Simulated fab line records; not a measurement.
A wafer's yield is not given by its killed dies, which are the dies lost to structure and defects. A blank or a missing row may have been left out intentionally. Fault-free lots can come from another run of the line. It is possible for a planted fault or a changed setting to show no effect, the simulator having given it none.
A struck lot beside a sound one | flow ritCmos | 14 out of 202 route steps
Sound: wafers L995.1, L995.3, L995.6. Wafers struck: L100.2, L100.4, L100.5. The cause comes at the end.
At each step with rows: each side's tool, then ch and its chambers, then its first start. Under that, the readings that differ: sound wafers | struck wafers | difference of the means | sigmas: that difference in standard deviations of wafers without a fault.
alike: readings with means less than 2 such deviations apart, plus words and numbers identical on both sides. not compared: withheld readings, readings lacking a value on some wafer, bounds such as >300 that could conceal the same value, and numbers that have no deviation in the record and whose values overlap.
The two part at a step that has a row with sigmas, a row that says differs or no value, or rows on one side only. Numbers that don't overlap but have no deviation are shown without sigmas and don't part them. A reading missing from all wafers of one side parts the sides only when that side holds two or more wafers.

RIT_CONTACT_ETCH_11: etches SiO2 in CHF3/CF4/Ar, stops on TiSi2, target depth 480 nm, time 320 s.
  sound on rieDiel-03 ch 0,1,3, day 5 10:46; struck on rieDiel-03 ch 0,1, day 6 11:47
  alike: cf4FlowSccm, chamberPressureMTorr, drypumpMotorCurrentA, oesProductAu, throttleValvePct
  not compared: rfHoursCounterH
RIT_CONTACT_STRIP_12: strips in O2, time 180 s.
  sound on plasmaAsher-03 ch 0,1, day 5 10:58; struck on plasmaAsher-02 ch 0, day 6 11:59
  alike: chamberPressureMTorr, drypumpMotorCurrentA
  not compared: rfHoursCounterH
RIT_CONTACT_CD_MEAS_90 targets a cd of 1000 nm.
  struck on cdSem-01, day 6 12:11; sound on cdSem-01, day 5 11:08
  alike: cdNm
then, 2 steps without rows for these wafers: RIT_CONTACT_CLEAN_13 (cleans in SC1, time 600 s); RIT_CONTACT_CLEAN_14 (cleans in SC2, time 600 s).
RIT_M1_SPUTTER_00: material Al, target thk 400 nm, time 500 s.
  struck on pvdSputter-01, day 6 12:38; sound on pvdSputter-04, day 5 11:37
  alike: throttleValvePct
RIT_M1_RS_MEAS_01: the measuring method here is four-point-probe.
  struck on filmMetro-03, day 6 12:56; sound on filmMetro-04, day 5 11:55
  alike: M1_AL_RS
RIT_M1_THK_MEAS_02: measures by xrf.
  struck on filmMetro-03, day 6 13:03; sound on filmMetro-04, day 5 12:02
  alike: M1_AL_THK
then, 4 steps without rows for these wafers: RIT_M1_HMDS_03 (prime time 60 s); RIT_M1_COAT_04 (resist thk 1300 nm); RIT_M1_SOFTBAKE_05 (time 60 s); RIT_M1_EXPOSE_06 (exposes mask M12, target cd 2600 nm).
RIT_M1_PEB_07:
  sound on lithoTrack-03 ch 0, day 5 12:47; struck on lithoTrack-03, day 6 13:49
reading        | sound          | struck | difference                    | sigmas
exhaustPa (Pa) | 42.9 43.2 45.0 | - - -  | no value on the struck wafers | 
  not compared: chillPlateTempC
then, 1 step without rows for these wafers: RIT_M1_DEVELOP_08 (develop time 68 s).

## WHERE THEY PART
Within this record, at RIT_M1_PEB_07 only.

WHY: the cause the simulator had injected
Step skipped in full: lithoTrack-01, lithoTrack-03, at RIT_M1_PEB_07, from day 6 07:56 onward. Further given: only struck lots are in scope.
